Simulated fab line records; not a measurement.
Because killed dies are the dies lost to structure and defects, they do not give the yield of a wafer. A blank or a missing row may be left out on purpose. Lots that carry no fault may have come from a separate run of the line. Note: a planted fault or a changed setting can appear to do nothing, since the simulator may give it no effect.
fab line records | flow berkeley_cmos170
record lots=15 | wafers=45 | last_day=11
route steps=331 shown PWELL@48 WELLDRIVE@59 PVT@123 GATE@142
lots untouched by any fault: they come from a run of this same line in which no faults occurred
start_h: hours from the record's first day to the start of the lot's first wafer shown | wait_h: hours from the lot's prior step to this one | " same as the row above | L1.1+2: a row that stands for several wafers | - value missing, or start not given | * or withheld: withheld | < > ~ a bound
route shown NAME@n: names a module that has steps shown in the file, with the first one's number in the route | usual: average and standard deviation across the fault-free wafers | same: alike in all rows | chamber/n: place in a boat | sites: readings site by site | _std_site: standard deviation across them | _edge_site: mean of outer sites minus mean of inner sites | radius_mm: for every site, how far away it sits from the centre of the wafer | mask NAME#n: copy n | behind: tool/chamber where the wafer was last shaped | hold: reason for holding the lot/hours on hold/outcome of the hold | device: names the non-switching transistor (n, p or np) | end of line: the same wafers' tests at the end of the route | a step with no rows: only its recipe | killed: count of dies lost to structure and defects at first sort (not the wafer's yield) | map: the dies of a wafer, with x for killed, . for not killed, _ for no die there
set.NAME: setting as actually run; set.NAME@STEP: the setting as run at that earlier step | model.NAME: the simulator's own value behind a step, which no gauge read
one table for each step of the route and one row for each wafer, over a sample of lots
services: from which hour (start_h, from the record's first day; less than 0 if before it) a tool's chamber was out of use, for how many hours, and why
## steps
# step UCB170_PWELL_ETCH_14
# recipe chemistry=CH3F/Ar/O2 | target=Si3N4 | stop_on=SiO2 | CH3F_flow_sccm=20 | Ar_flow_sccm=50 | O2_flow_sccm=7 | pressure_mtorr=50 | rf_w=450 | target_depth_a=2420 | over_etch_frac=0.1 | time_s=151
# usual CH3F_flow_sccm=20.00/0.054 | O2_flow_sccm=6.999/0.02 | drypump_motor_current_A=5.7/0.61 | mfc_ar_sccm=50.02/0.15 | oes_product_au=0.943/0.013 | throttle_valve_pct=8.10/0.13
lot.wafer | tool        | chamber | start_h | wait_h | CH3F_flow_sccm | O2_flow_sccm | drypump_motor_current_A | mfc_ar_sccm | oes_product_au | rf_hours_counter_h | throttle_valve_pct
L808.3    | rie_diel-01 | 1       | 64.39   | 0.0    | 20.01          | 7.003        | 5.0                     | 50.11       | 0.944          | 5                  | 8.15
L808.4    | "           | 2       | "       | "      | 20.02          | 7.008        | 5.1                     | 50.02       | 0.953          | 110                | 8.14
L808.6    | "           | 2       | "       | "      | 20.09          | 6.985        | 5.0                     | 49.87       | 0.952          | -                  | 8.15
L807.2    | rie_diel-03 | 3       | 64.52   | 0.0    | 20.01          | 7.011        | 6.7                     | 49.88       | 0.938          | 88                 | 7.96
L807.5    | "           | 2       | "       | "      | 19.97          | 6.990        | 6.5                     | 49.85       | 0.965          | -                  | 8.24
L807.6    | "           | 1       | "       | "      | 20.00          | 6.964        | 6.0                     | 49.83       | 0.933          | -                  | 8.18
L809.2    | rie_diel-01 | 3       | 74.77   | 0.0    | 20.02          | 6.989        | 5.5                     | 49.93       | 0.940          | 110                | 7.94
L809.4    | "           | 0       | "       | "      | 20.00          | 6.998        | 5.9                     | 49.76       | 0.927          | 35                 | 7.92
L809.6    | "           | 0       | "       | "      | 20.01          | 7.020        | 5.9                     | 49.96       | 0.915          | -                  | 7.92
L816.1    | rie_diel-03 | 2       | 113.79  | 0.0    | 20.03          | 6.981        | 6.5                     | 50.07       | 0.958          | 127                | 8.25
L816.2    | "           | 1       | "       | "      | 20.01          | 7.005        | 6.0                     | 50.04       | 0.942          | 16                 | 8.19
L816.6    | "           | 2       | "       | "      | 20.02          | 7.013        | 6.5                     | 50.06       | 0.956          | -                  | 8.24
L817.1    | rie_diel-02 | 0       | 113.88  | 0.0    | 19.96          | 6.984        | 6.1                     | 50.15       | 0.935          | 87                 | 8.04
L817.4    | "           | 1       | "       | "      | 19.89          | 7.046        | 4.7                     | 49.98       | 0.963          | 128                | 8.21
L817.5    | "           | 3       | "       | "      | 20.01          | 7.000        | 6.2                     | 50.24       | 0.943          | -                  | 8.29
L819.1    | rie_diel-03 | 2       | 126.53  | 0.0    | 20.13          | 6.959        | 6.6                     | 49.97       | 0.953          | 127                | 8.24
L819.4    | "           | 1       | "       | "      | 20.08          | 6.995        | 5.9                     | 49.84       | 0.931          | 17                 | 8.19
L819.5    | "           | 2       | "       | "      | 20.01          | 6.969        | 6.5                     | 49.82       | 0.951          | -                  | 8.23
L820.2    | rie_diel-02 | 2       | 126.57  | 0.0    | 19.93          | 7.011        | 5.2                     | 50.07       | 0.961          | 16                 | 7.95
L820.5    | "           | 1       | "       | "      | 19.90          | 6.996        | 4.7                     | 49.85       | 0.966          | -                  | 8.22
L820.6    | "           | 0       | "       | "      | 19.95          | 7.015        | 6.1                     | 50.25       | 0.937          | -                  | 8.04
L818.2    | rie_diel-01 | 0       | 126.81  | 0.0    | 20.03          | 6.999        | 5.9                     | 49.81       | 0.927          | 38                 | 7.92
L818.5    | "           | 0       | "       | "      | 20.06          | 7.016        | 5.9                     | 50.12       | 0.930          | -                  | 7.91
L818.6    | "           | 1       | "       | "      | 20.00          | 7.027        | 5.0                     | 50.11       | 0.941          | -                  | 8.15
L821.1    | rie_diel-03 | 2       | 132.61  | 0.0    | 20.03          | 6.952        | 6.5                     | 50.20       | 0.946          | 128                | 8.25
L821.3    | "           | 3       | "       | "      | 20.11          | 6.978        | 6.7                     | 49.89       | 0.938          | 91                 | 7.97
L821.6    | "           | 0       | "       | "      | 19.96          | 7.008        | 5.9                     | 49.82       | 0.936          | -                  | 8.17
L823.1    | rie_diel-02 | 2       | 148.42  | 0.0    | 20.03          | 6.957        | 5.2                     | 50.01       | 0.961          | 17                 | 7.95
L823.3    | "           | 1       | "       | "      | 20.01          | 6.989        | 4.7                     | 50.07       | 0.965          | 129                | 8.21
L823.6    | "           | 0       | "       | "      | 19.99          | 7.001        | 6.1                     | 50.02       | 0.929          | -                  | 8.03
L824.1    | rie_diel-01 | 2       | 148.69  | 0.0    | 20.00          | 7.010        | 5.0                     | 49.81       | 0.955          | 113                | 8.16
L824.2    | "           | 1       | "       | "      | 19.98          | 7.006        | 5.0                     | 50.37       | 0.940          | 8                  | 8.15
L824.4    | "           | 0       | "       | "      | 20.04          | 6.995        | 5.9                     | 49.90       | 0.934          | 38                 | 7.91
L822.2    | rie_diel-03 | 0       | 148.88  | 0.0    | 20.06          | 7.033        | 6.0                     | 50.23       | 0.931          | 16                 | 8.14
L822.4    | "           | 2       | "       | "      | 20.00          | 6.998        | 6.5                     | 50.11       | 0.958          | 128                | 8.23
L822.6    | "           | 0       | "       | "      | 20.07          | 7.019        | 6.0                     | 49.93       | 0.933          | -                  | 8.16
L825.2    | rie_diel-02 | 2       | 155.48  | 0.0    | 19.87          | 7.019        | 5.2                     | 50.02       | 0.962          | 17                 | 7.94
L825.3    | "           | 3       | "       | "      | 19.97          | 7.010        | 6.2                     | 49.87       | 0.944          | 109                | 8.28
L825.5    | "           | 1       | "       | "      | 20.04          | 7.014        | 4.7                     | 50.07       | 0.978          | -                  | 8.24
L827.1    | rie_diel-03 | 2       | 164.25  | 0.0    | 19.91          | 7.002        | 6.5                     | 50.08       | 0.949          | 129                | 8.24
L827.3    | "           | 1       | "       | "      | 19.98          | 7.004        | 6.0                     | 49.89       | 0.930          | 19                 | 8.18
L827.4    | "           | 3       | "       | "      | 19.93          | 7.016        | 6.7                     | 50.16       | 0.944          | 92                 | 7.96
L826.1    | rie_diel-01 | 2       | 164.82  | 0.0    | 19.97          | 6.973        | 5.1                     | 49.83       | 0.953          | 114                | 8.15
L826.2    | "           | 0       | "       | "      | 19.99          | 7.002        | 5.9                     | 50.06       | 0.936          | 39                 | 7.91
L826.6    | "           | 2       | "       | "      | 20.05          | 6.967        | 5.0                     | 49.88       | 0.947          | -                  | 8.16
# step UCB170_WELLDRIVE_WET_ETCH_04
# recipe chemistry=BOE | dilution=5:1 | target=SiO2 | temp_c=25 | time_s=120
# usual bath_heat_duty_pct=6.2/0.76 | run_length_s=147.0/3
lot.wafer | tool         | chamber | start_h | wait_h | bath_heat_duty_pct | run_length_s
L807.2    | wet_bench-01 | 2       | 79.37   | 1.1    | -                  | -
L807.5    | "            | 2       | "       | "      | -                  | -
L807.6    | "            | 2       | "       | "      | -                  | -
L808.3    | wet_bench-01 | 0       | 79.37   | 1.1    | -                  | -
L808.4    | "            | 0       | "       | "      | -                  | -
L808.6    | "            | 0       | "       | "      | -                  | -
L809.2    | wet_bench-04 | 2       | 88.54   | 0.0    | -                  | -
L809.4    | "            | 2       | "       | "      | -                  | -
L809.6    | "            | 2       | "       | "      | -                  | -
L816.1    | wet_bench-01 | 1       | 131.54  | 0.0    | 6.7                | 146.2
L816.2    | "            | 1       | "       | "      | 6.9                | 146.2
L816.6    | "            | 1       | "       | "      | 6.4                | 146.2
L817.1    | wet_bench-01 | 3       | 131.54  | 0.0    | 8.1                | 145.5
L817.4    | "            | 3       | "       | "      | 7.3                | 145.5
L817.5    | "            | 3       | "       | "      | 7.3                | 145.5
L818.2    | wet_bench-04 | 2       | 147.96  | 0.0    | 6.0                | 144.2
L818.5    | "            | 2       | "       | "      | 5.8                | 144.2
L818.6    | "            | 2       | "       | "      | 5.9                | 144.2
L819.1    | wet_bench-04 | 3       | 147.96  | 0.0    | 6.6                | 143.9
L819.4    | "            | 3       | "       | "      | 7.6                | 143.9
L819.5    | "            | 3       | "       | "      | 6.2                | 143.9
L820.2    | wet_bench-04 | 1       | 147.96  | 0.0    | 6.3                | 144.2
L820.5    | "            | 1       | "       | "      | 8.1                | 144.2
L820.6    | "            | 1       | "       | "      | 7.7                | 144.2
L821.1    | wet_bench-03 | 2       | 152.31  | 1.5    | 6.0                | 143.6
L821.3    | "            | 2       | "       | "      | 5.7                | 143.6
L821.6    | "            | 2       | "       | "      | 5.9                | 143.6
L822.2    | wet_bench-01 | 2       | 169.51  | 0.3    | 6.4                | 146.8
L822.4    | "            | 2       | "       | "      | 5.5                | 146.8
L822.6    | "            | 2       | "       | "      | 6.3                | 146.8
L823.1    | wet_bench-01 | 3       | 169.51  | 0.3    | 7.5                | 145.7
L823.3    | "            | 3       | "       | "      | 7.8                | 145.7
L823.6    | "            | 3       | "       | "      | 6.3                | 145.7
L824.1    | wet_bench-01 | 2       | 169.51  | 0.3    | 5.6                | 146.9
L824.2    | "            | 2       | "       | "      | 6.4                | 146.9
L824.4    | "            | 2       | "       | "      | 5.5                | 146.9
L825.2    | wet_bench-01 | 2       | 169.51  | 0.3    | 5.8                | 147.0
L825.3    | "            | 2       | "       | "      | 5.8                | 147.0
L825.5    | "            | 2       | "       | "      | 5.9                | 147.0
L826.1    | wet_bench-03 | 2       | 179.46  | 0.0    | 5.8                | 144.9
L826.2    | "            | 2       | "       | "      | 6.2                | 144.9
L826.6    | "            | 2       | "       | "      | 6.1                | 144.9
L827.1    | wet_bench-03 | 3       | 179.46  | 0.0    | 6.3                | 146.6
L827.3    | "            | 3       | "       | "      | 6.4                | 146.6
L827.4    | "            | 3       | "       | "      | 5.6                | 146.6
# step UCB170_PVT_STRIP_08
# recipe chemistry=O2 | power_w=400 | pressure_mtorr=3500 | platen_temp_c=withheld | o2_flow_sccm=400 | overash_fraction=0.5
# usual drypump_motor_current_A=5.7/0.31 | oes_product_au=0.735/0.0038 | strip_time_to_endpoint_s=21.65/0.059
lot.wafer | tool            | chamber | start_h | wait_h | drypump_motor_current_A | oes_product_au | rf_hours_counter_h | strip_time_to_endpoint_s
L816.1    | plasma_asher-03 | 0       | 179.20  | 0.1    | 6.2                     | 0.734          | 51                 | 21.57
L816.2    | "               | 1       | "       | "      | 5.8                     | 0.729          | 51                 | 21.60
L816.6    | "               | 0       | "       | "      | 6.2                     | 0.740          | -                  | 21.57
L817.1    | plasma_asher-02 | 1       | 179.53  | 0.1    | 5.8                     | 0.727          | 6                  | 21.57
L817.4    | "               | 0       | "       | "      | 5.2                     | 0.740          | -                  | 21.58
L817.5    | "               | 1       | "       | "      | 5.8                     | 0.736          | -                  | 21.55
L818.2    | plasma_asher-04 | 1       | 193.33  | 0.1    | 5.3                     | 0.734          | 47                 | 21.70
L818.5    | "               | 1       | "       | "      | 5.3                     | 0.731          | -                  | 21.69
L818.6    | "               | 0       | "       | "      | 5.7                     | 0.732          | -                  | 21.65
L819.1    | plasma_asher-03 | 0       | 193.47  | 0.1    | 6.2                     | 0.731          | 52                 | 21.62
L819.4    | "               | 1       | "       | "      | 5.8                     | 0.730          | -                  | 21.60
L819.5    | "               | 0       | "       | "      | 6.2                     | 0.730          | -                  | 21.53
L820.2    | plasma_asher-02 | 0       | 193.47  | 0.1    | 5.2                     | 0.739          | 7                  | 21.70
L820.5    | "               | 0       | "       | "      | 5.2                     | 0.731          | -                  | 21.70
L820.6    | "               | 1       | "       | "      | 5.8                     | 0.738          | -                  | 21.67
L821.1    | plasma_asher-04 | 0       | 196.03  | 0.1    | 5.7                     | 0.736          | 47                 | 21.66
L821.3    | "               | 0       | "       | "      | 5.7                     | 0.738          | -                  | 21.66
L821.6    | "               | 0       | "       | "      | 5.7                     | 0.739          | -                  | 21.60
L824.1    | plasma_asher-04 | 1       | 209.98  | 0.1    | 5.4                     | 0.740          | 48                 | 21.68
L824.2    | "               | 0       | "       | "      | 5.7                     | 0.732          | 48                 | 21.66
L824.4    | "               | 1       | "       | "      | 5.4                     | 0.731          | -                  | 21.63
L823.1    | plasma_asher-03 | 1       | 210.55  | 0.1    | 5.8                     | 0.731          | 54                 | 21.69
L823.3    | "               | 1       | "       | "      | 5.8                     | 0.728          | -                  | 21.59
L823.6    | "               | 0       | "       | "      | 6.2                     | 0.740          | -                  | 21.54
L822.2    | plasma_asher-02 | 0       | 210.70  | 0.1    | 5.2                     | 0.731          | 9                  | 21.72
L822.4    | "               | 0       | "       | "      | 5.2                     | 0.725          | -                  | 21.71
L822.6    | "               | 0       | "       | "      | 5.2                     | 0.733          | -                  | 21.68
L825.2    | plasma_asher-04 | 0       | 210.82  | 0.1    | 5.7                     | 0.736          | 49                 | 21.70
L825.3    | "               | 1       | "       | "      | 5.3                     | 0.732          | -                  | 21.85
L825.5    | "               | 1       | "       | "      | 5.4                     | 0.735          | -                  | 21.67
L826.1    | plasma_asher-04 | 0       | 218.60  | 0.1    | 5.7                     | 0.728          | 50                 | 21.65
L826.2    | "               | 1       | "       | "      | 5.4                     | 0.742          | 50                 | 21.62
L826.6    | "               | 1       | "       | "      | 5.4                     | 0.739          | -                  | 21.66
L827.1    | plasma_asher-03 | 0       | 218.88  | 0.1    | 6.2                     | 0.738          | 55                 | 21.66
L827.3    | "               | 0       | "       | "      | 6.2                     | 0.738          | -                  | 21.65
L827.4    | "               | 1       | "       | "      | 5.8                     | 0.738          | -                  | 21.73
# step UCB170_GATE_STRIP_16
# recipe chemistry=O2 | power_w=400 | pressure_mtorr=3500 | platen_temp_c=withheld | o2_flow_sccm=400 | overash_fraction=0.5
# usual drypump_motor_current_A=5.6/0.47 | oes_product_au=0.724/0.0043
lot.wafer | tool            | chamber | start_h | wait_h | drypump_motor_current_A | oes_product_au | rf_hours_counter_h
L817.1    | plasma_asher-01 | 0       | 189.15  | 0.0    | 5.0                     | 0.725          | 39
L817.4    | "               | 1       | "       | "      | 6.3                     | 0.729          | -
L817.5    | "               | 1       | "       | "      | 6.3                     | 0.724          | -
L816.1    | plasma_asher-04 | 0       | 189.73  | 0.0    | 5.7                     | 0.727          | 46
L816.2    | "               | 1       | "       | "      | 5.4                     | 0.729          | 46
L816.6    | "               | 1       | "       | "      | 5.4                     | 0.729          | -
L820.2    | plasma_asher-02 | 0       | 204.25  | 0.0    | 5.2                     | 0.729          | 8
L820.5    | "               | 0       | "       | "      | 5.2                     | 0.722          | -
L820.6    | "               | 1       | "       | "      | 5.8                     | 0.727          | -
L821.1    | plasma_asher-04 | 1       | 204.49  | 0.0    | 5.4                     | 0.730          | 48
L821.3    | "               | 0       | "       | "      | 5.7                     | 0.726          | -
L821.6    | "               | 1       | "       | "      | 5.4                     | 0.719          | -
L819.1    | plasma_asher-01 | 1       | 204.61  | 0.0    | 6.3                     | 0.720          | 40
L819.4    | "               | 0       | "       | "      | 5.0                     | 0.729          | -
L819.5    | "               | 0       | "       | "      | 5.0                     | 0.725          | -
L818.2    | plasma_asher-02 | 1       | 204.85  | 0.0    | 5.8                     | 0.719          | 8
L818.5    | "               | 0       | "       | "      | 5.2                     | 0.723          | -
L818.6    | "               | 1       | "       | "      | 5.8                     | 0.723          | -
L824.1    | plasma_asher-04 | 1       | 221.50  | 0.0    | 5.4                     | 0.725          | 50
L824.2    | "               | 0       | "       | "      | 5.7                     | 0.727          | 50
L824.4    | "               | 1       | "       | "      | 5.3                     | 0.726          | -
L822.2    | plasma_asher-02 | 1       | 221.62  | 0.0    | 5.8                     | 0.724          | 10
L822.4    | "               | 1       | "       | "      | 5.8                     | 0.722          | -
L822.6    | "               | 0       | "       | "      | 5.2                     | 0.721          | -
L823.1    | plasma_asher-04 | 0       | 221.77  | 0.0    | 5.7                     | 0.724          | 50
L823.3    | "               | 0       | "       | "      | 5.7                     | 0.718          | -
L823.6    | "               | 0       | "       | "      | 5.7                     | 0.728          | -
L825.2    | plasma_asher-01 | 1       | 221.89  | 0.0    | 6.3                     | 0.726          | 43
L825.3    | "               | 1       | "       | "      | 6.4                     | 0.722          | -
L825.5    | "               | 0       | "       | "      | 5.0                     | 0.730          | -
L826.1    | plasma_asher-01 | 1       | 228.10  | 0.0    | 6.3                     | 0.722          | 44
L826.2    | "               | 0       | "       | "      | 5.0                     | 0.726          | 44
L826.6    | "               | 1       | "       | "      | 6.4                     | 0.719          | -
L827.1    | plasma_asher-02 | 1       | 228.38  | 0.0    | 5.8                     | 0.731          | 11
L827.3    | "               | 0       | "       | "      | 5.2                     | 0.722          | -
L827.4    | "               | 1       | "       | "      | 5.8                     | 0.716          | -
## services
tool            | chamber | start_h | hours | kind
plasma_asher-04 | -       | 42.85   | 0.7   | repair
rie_diel-02     | 2       | 55.46   | 1.4   | repair
wet_bench-03    | -       | 60.54   | 1.9   | pm
plasma_asher-01 | -       | 84.40   | 32.1  | repair
rie_diel-01     | -       | 93.33   | 5.7   | repair
plasma_asher-03 | -       | 100.29  | 2.8   | pm
wet_bench-03    | -       | 103.17  | 1.0   | repair
wet_bench-01    | -       | 105.86  | 1.9   | pm
plasma_asher-02 | -       | 108.75  | 9.0   | pm
plasma_asher-02 | 0       | 108.75  | 9.0   | vent_cycle
plasma_asher-02 | 1       | 108.75  | 9.0   | vent_cycle
plasma_asher-02 | 0       | 117.75  | -     | clean
plasma_asher-02 | 1       | 117.75  | -     | clean
plasma_asher-02 | -       | 126.56  | 1.4   | repair
rie_diel-02     | -       | 129.99  | 2.8   | pm
rie_diel-03     | 1       | 193.92  | 3.0   | repair
wet_bench-04    | -       | 201.17  | 2.5   | repair
plasma_asher-02 | -       | 205.12  | 2.1   | repair
wet_bench-04    | -       | 220.59  | 9.2   | repair
rie_diel-02     | -       | 223.26  | 1.9   | repair
rie_diel-03     | 2       | 227.47  | 1.5   | repair
## key
first_sign step=UCB170_WELLDRIVE_WET_ETCH_04 | reading=tool_record | direction=missing
effect none on later readings
met_at UCB170_WELLDRIVE_WET_ETCH_04
struck_lots L807,L808,L809
later_rows_left_out L807.2,L807.5,L807.6,L808.3,L808.4,L808.6,L809.2,L809.4,L809.6
sort_left_out L807.2,L807.5,L807.6,L808.3,L808.4,L808.6,L809.2,L809.4,L809.6
tester_left_out L807,L808,L809
not_acting_at UCB170_PWELL_ETCH_14,UCB170_PVT_STRIP_08,UCB170_GATE_STRIP_16
fault kind=skipped_step_whole | tool=wet_bench-01,wet_bench-04 | chamber=- | onset_h=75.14 | steps=UCB170_WELLDRIVE_WET_ETCH_04 | scope=struck_lots_only
# tester_left_out: of these lots the tester's yield and bins aren't shown, on N5 and GAA mostly nor the transistor test; their killed dies are dies lost to structure and defects alone, not to doping, threshold or leakage, so they don't give the yield
# sort_left_out: the simulated sort isn't trusted on such a fault, so these wafers' sort isn't shown, and their yield isn't known
# later_rows_left_out: the simulator's readings of these wafers behind a module that went badly wrong aren't trusted and aren't shown, but for the sort
